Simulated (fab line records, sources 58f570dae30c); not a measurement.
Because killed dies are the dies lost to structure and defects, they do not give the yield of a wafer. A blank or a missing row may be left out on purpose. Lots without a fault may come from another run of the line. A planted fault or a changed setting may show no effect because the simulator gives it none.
Which tool was responsible? | flow berkeley-cmos170 | 6 lots with 18 wafers sampled at 2 steps, on a route of 331 steps

WHAT THE GAUGES SHOWED, per wafer
UCB170_V1_THK_MEAS_04.
lot  | measured     | on            | V1_POLISHED_THK (nm)
L303 | day 7 16:14  | film-metro-04 | 999.8 1001.5 999.8
L301 | day 7 16:14  | film-metro-03 | 997.3 998.5 999.5
L311 | day 10 01:43 | film-metro-03 | 999.9 999.7 1000.4
L317 | day 11 04:17 | film-metro-03 | 1000.4 998.2 999.6
L319 | day 11 17:31 | film-metro-01 | 1000.6 1000.1 1000.2
L322 | day 12 01:14 | film-metro-04 | 1001.5 999.8 1001.3

WHICH TOOL RAN EACH LOT (tool, then ch and the chambers of the sampled wafers, then the start)
lot  | UCB170_CONTACT_STRIP_06
L303 | plasma-asher-02 ch 0,1, day 7 07:19
L301 | plasma-asher-04 ch 0,1, day 7 07:46
L311 | plasma-asher-04 ch 0,1, day 9 19:10
L317 | plasma-asher-01 ch 0,1, day 10 18:53
L319 | plasma-asher-04 ch 0,1, day 11 09:13
L322 | plasma-asher-02 ch 0,1, day 11 13:41
- UCB170_CONTACT_STRIP_06: strips in O2.

THE ANSWER, worked out from the rows above alone
Rule: what is usual is taken from the lots themselves. Put in order of their means at a reading, lots are off if they are a third of the lots or fewer, leave a main group of 4 or more, and stand apart from it by a gap of 3 or more times the standard deviation of the main group's means; of several such gaps the widest counts. If all means in a main group match to the digits the tables above print for the reading, that group is not used. A lot without any number at a reading at which 4 lots or more have one is off too. Where the step has rows for the other lots, those lots are counted as sound.
No lot is off at any reading shown: from this, nothing can be told.

WHAT THE SIMULATOR PUT IN
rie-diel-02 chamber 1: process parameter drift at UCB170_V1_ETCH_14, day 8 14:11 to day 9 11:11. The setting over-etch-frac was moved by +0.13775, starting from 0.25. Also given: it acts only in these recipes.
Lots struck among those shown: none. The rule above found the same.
